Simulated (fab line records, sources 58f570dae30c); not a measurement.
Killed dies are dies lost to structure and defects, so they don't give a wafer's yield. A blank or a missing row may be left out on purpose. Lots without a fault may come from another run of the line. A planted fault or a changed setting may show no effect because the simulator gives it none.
Which tool did it? | flow berkeley_cmos170 | 7 lots, 21 wafers sampled, at 2 steps of a route of 331

WHAT THE GAUGES READ, wafer by wafer
UCB170_PSD_CD_MEAS_06: target cd 1200 nm.
lot  | measured     | on        | cd_nm (nm)
L484 | day 7 15:02  | cd_sem-02 | 1202.7 1200.9 1200.2
L487 | day 8 16:01  | cd_sem-02 | 1201.3 1199.1 1201.4
L490 | day 9 06:05  | cd_sem-01 | 1202.3 1201.0 1200.7
L493 | day 9 15:02  | cd_sem-01 | 1199.7 1200.6 1200.5
L499 | day 10 16:15 | cd_sem-01 | 1200.3 1201.9 1200.7
L498 | day 10 16:46 | cd_sem-01 | 1263.2 1264.4 1264.8
L507 | day 12 11:11 | cd_sem-02 | 1199.1 1198.0 1199.1

WHICH TOOL RAN EACH LOT (tool, then ch and the chambers of the sampled wafers, then the start)
lot  | UCB170_PSD_PEB_04
L484 | litho_track-03 ch 0, day 7 14:40
L487 | litho_track-04 ch 0, day 8 15:44
L490 | litho_track-01 ch 0, day 9 05:49
L493 | litho_track-04 ch 0, day 9 14:40
L499 | litho_track-03 ch 0, day 10 15:59
L498 | litho_track-04 ch 0, day 10 16:30
L507 | litho_track-03 ch 0, day 12 10:54
- UCB170_PSD_PEB_04

THE ANSWER, worked out from the rows above alone
Rule: what is usual is taken from the lots themselves. Put in order of their means at a reading, lots are off if they are a third of the lots or fewer, leave a main group of 4 or more, and stand apart from it by a gap of 3 or more times the standard deviation of the main group's means; of several such gaps the widest counts. A main group whose means are all the same, to the digits that the tables above print for the reading, isn't used. A lot without any number at a reading at which 4 lots or more have one is off too. The other lots that the step has rows for count as sound.
Off: L498, at UCB170_PSD_CD_MEAS_06 (cd_nm). The main group: mean 1200.5 nm, standard deviation 0.88.
A tool fits if, at a process step before that reading, it ran every lot that is off, and no sound lot after the first of them. The gauges at UCB170_PSD_CD_MEAS_06 are tried like those tools. Can't be told from this: 2 tools fit, litho_track-04 at UCB170_PSD_PEB_04, cd_sem-01 at UCB170_PSD_CD_MEAS_06.

WHAT THE SIMULATOR HAD PUT IN
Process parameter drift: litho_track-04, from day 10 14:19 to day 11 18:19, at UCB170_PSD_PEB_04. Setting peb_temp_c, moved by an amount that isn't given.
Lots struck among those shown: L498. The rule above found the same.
